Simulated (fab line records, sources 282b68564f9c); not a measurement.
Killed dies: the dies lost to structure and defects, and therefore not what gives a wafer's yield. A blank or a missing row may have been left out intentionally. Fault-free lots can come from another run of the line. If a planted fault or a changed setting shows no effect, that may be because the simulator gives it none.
Struck lot and sound lot, side by side ; flow rit-cmos ; 16 out of 202 route steps
Sound: wafers L415.1, L415.2, L415.4. The struck wafers were L418.1, L418.2, L418.6. The cause is given at the end.
Order at every step that has rows: each side's tool, ch and its chambers, its first start. Under that, the readings that differ: sound wafers ; struck wafers ; difference of the means ; sigmas: that difference in standard deviations of wafers without a fault.
alike: same words and numbers on both sides, and readings whose means sit less than 2 such deviations apart. not compared: any withheld reading, any reading some wafer has no value for, any bound like >300 that may hide the same value, and any number with overlapping values for which the record gives no deviation.
The two part at a step that has a row with sigmas, a row that says differs or no value, or rows on one side only. Non-overlapping numbers with no deviation appear without sigmas and do not part them. A reading that every wafer of one side lacks parts them only if that side has two wafers or more.

first, 1 step without rows for these wafers: RIT_PRETRO_DEVELOP_05 (develop time 65.41 s).
RIT_PRETRO_OVL_MEAS_06:
  struck on overlay-02, day 4 13:49; sound on overlay-01, day 3 19:21
  alike: PRETRO_OVL
then, 2 steps without rows for these wafers: RIT_PRETRO_HARDBAKE_07 (time 120 s); RIT_PRETRO_IMPLANT_08.
RIT_PRETRO_STRIP_09: strips in O2, time 180 s.
  sound on plasma-asher-04 ch 0,1, day 3 19:49; struck on plasma-asher-01 ch 0,1, day 4 14:15
  alike: drypump-motor-current-A, rf-refl-power-W
  not compared: rf-hours-counter-h
RIT_PRETRO_TW_MEAS_10:
  struck on film-metro-02, day 4 14:26; sound on film-metro-02, day 3 19:59
  alike: PRETRO_TW
then, 5 steps without rows for these wafers: RIT_GATE_WET_ETCH_00 (etches SiO2 in BOE, target depth 56 nm, time 60 s); RIT_GATE_CLEAN_01 (cleans in SC1, time 600 s); RIT_GATE_CLEAN_02 (cleans in dHF, time 30 s); RIT_GATE_CLEAN_03 (cleans in SC2, time 600 s); RIT_GATE_CLEAN_04 (cleans in dHF, time 60 s).
RIT_FOX2_THK_MEAS_91:
  struck on film-metro-04, day 4 14:57; sound on film-metro-04, day 3 20:28
  alike: FIELD_OXIDE_LEFT_2_THK
RIT_GATE_OXIDATION_05: target thk 3 nm, ox time 270 s.
  sound on furnace-03 ch 0, day 3 20:51; struck on furnace-03 ch 0, day 4 19:05
reading;sound;struck;difference;sigmas
spike-tc-centre-C (C);903.7 902.4 903.2;918.4 917.0 919.4;+15.2;+12
spike-tc-load-C (C);928.1 928.1 927.5;943.7 943.0 942.6;+15.2;+12
spike-tc-source-C (C);922.5 920.1 921.7;938.0 936.9 937.9;+16.2;+13
tube-center-temp-C (C);899.98 900.02 900.01;914.91 915.01 914.96;+14.96;+99 or more
tube_center_temp_C_max;901.9 902.6 902.5;917.3 917.0 917.8;+15.0;+43
model.SiO2_of_GATE_OXIDATION_05.thk-nm (nm);3.047 3.012 2.959;3.615 3.574 3.594;+0.588;
then, 1 step without rows for these wafers: RIT_GATE_ANNEAL_06 (time 600 s).
RIT_GATE_THK_MEAS_07:
  struck on film-metro-01, day 4 23:53; sound on film-metro-01, day 3 22:10
reading;sound;struck;difference;sigmas
GATE_OXIDE_THK (nm);3.07 3.01 2.91;3.60 3.54 3.61;+0.59;+9
  not compared: hold
RIT_M1_PROBE_99:
  struck on prober-02, day 6 11:13; sound on prober-01, day 4 22:52
  alike: killed-at-contacts, killed-at-front-end, killed-dies, killed-on-rim, killed-open, killed-short

WHERE THEY PART
Last at RIT_GATE_THK_MEAS_07 as far as this record goes, first at RIT_GATE_OXIDATION_05. Later steps at which nothing parts them and some readings are alike: RIT_M1_PROBE_99.

WHY: whatever the simulator had introduced
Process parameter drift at RIT_GATE_OXIDATION_05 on furnace-03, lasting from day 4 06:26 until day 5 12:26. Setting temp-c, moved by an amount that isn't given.
